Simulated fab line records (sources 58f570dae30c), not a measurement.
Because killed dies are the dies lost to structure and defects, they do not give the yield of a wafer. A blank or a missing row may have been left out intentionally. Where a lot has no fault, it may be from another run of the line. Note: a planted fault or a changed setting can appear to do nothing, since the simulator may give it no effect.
What tool caused it? -- flow berkeleyCmos170 -- 14 lots with 42 wafers sampled at 2 steps, on a route of 331 steps

WHAT THE GAUGES SHOWED, per wafer
UCB170_ACTIVE_OVL_MEAS_14.
lot,measured,on,ACTIVE_OVL (nm)
L514,day 5 01:26,overlay-01,0 3 -2
L515,day 5 01:59,overlay-01,18 9 14
L516,day 5 01:43,overlay-02,8 2 -2
L517,day 5 01:27,overlay-02,8 9 8
L519,day 5 19:34,overlay-02,2 5 1
L524,day 6 06:44,overlay-01,10 7 6
L526,day 7 09:33,overlay-01,11 7 11
L527,day 7 10:59,overlay-01,5 7 3
L528,day 7 11:24,overlay-01,8 5 3
L530,day 7 11:42,overlay-01,11 8 9
L532,day 8 09:44,overlay-02,5 9 8
L533,day 8 08:35,overlay-02,-9 0 -5
L535,day 8 08:33,overlay-02,6 3 6
L536,day 8 08:49,overlay-02,8 1 6

WHICH TOOL RAN EACH LOT (tool, then ch and the chambers of the sampled wafers, then the start)
lot,UCB170_PWELL_STRIP_16
L514,"plasmaAsher-01 ch 0,1, day 3 14:17"
L515,"plasmaAsher-01 ch 0,1, day 3 14:26"
L516,"plasmaAsher-01 ch 0,1, day 3 17:35"
L517,"plasmaAsher-01 ch 0,1, day 3 17:48"
L519,"plasmaAsher-01 ch 0,1, day 4 18:56"
L524,"plasmaAsher-02 ch 0,1, day 5 03:40"
L526,"plasmaAsher-04 ch 0,1, day 5 20:21"
L527,"plasmaAsher-02 ch 0,1, day 6 03:49"
L528,"plasmaAsher-01 ch 0,1, day 6 03:58"
L530,"plasmaAsher-02 ch 0,1, day 6 05:45"
L532,"plasmaAsher-01 ch 0,1, day 7 02:53"
L533,"plasmaAsher-02 ch 0,1, day 7 03:10"
L535,"plasmaAsher-02 ch 0, day 7 08:26"
L536,"plasmaAsher-04 ch 1, day 7 08:29"
- UCB170_PWELL_STRIP_16: strips in O2.

AS READ BY THE TOOLS THEMSELVES (means over the sampled wafers that have a number; for cases with no such wafer, the mark the record gives instead)
UCB170_PWELL_STRIP_16.
lot,tool,chamberPressureMTorr (mTorr),drypumpMotorCurrentA (A),oesProductAu (a.u.),stripTimeToEndpointS (s)
L514,plasmaAsher-01,3497,4.8,0.721,18.03
L515,plasmaAsher-01,3499,5.1,0.721,18.11
L516,plasmaAsher-01,3500,4.8,0.718,18.08
L517,plasmaAsher-01,3499,5.0,0.717,18.03
L519,plasmaAsher-01,3500,4.8,0.720,18.13
L524,plasmaAsher-02,3496,5.9,0.720,18.17
L526,plasmaAsher-04,3500,5.9,0.722,18.03
L527,plasmaAsher-02,3497,5.9,0.722,18.07
L528,plasmaAsher-01,3498,5.0,0.724,18.18
L530,plasmaAsher-02,3499,5.9,0.720,18.01
L532,plasmaAsher-01,3502,5.1,0.718,18.04
L533,plasmaAsher-02,3502,5.9,0.721,18.04
L535,plasmaAsher-02,3500,5.8,0.720,18.09
L536,plasmaAsher-04,3499,6.4,0.719,18.15

THE ANSWER, worked out from the rows above alone
Rule: the lots themselves supply what counts as usual. The widest of any qualifying gaps counts: lots, ordered by their means at a reading, are off when they make up no more than a third of the lots, leave a main group of 4 or more, and stand apart from it by 3 or more times the standard deviation of that group's means. The tables above print the reading to a certain number of digits; a main group whose means all agree to those digits is not used. A lot without any number at a reading at which 4 lots or more have one is off too. Any other lot the step has rows for is counted as sound. Order of review: gauges by route order, followed by the tools' own readings, for which a lot's mean as printed above is used. The first step at which some lot is off is used, and at that step the reading that is off furthest; a lot without a number counts as furthest.
None of the lots is off at any reading shown; this tells nothing.

WHAT THE SIMULATOR HAD PUT IN
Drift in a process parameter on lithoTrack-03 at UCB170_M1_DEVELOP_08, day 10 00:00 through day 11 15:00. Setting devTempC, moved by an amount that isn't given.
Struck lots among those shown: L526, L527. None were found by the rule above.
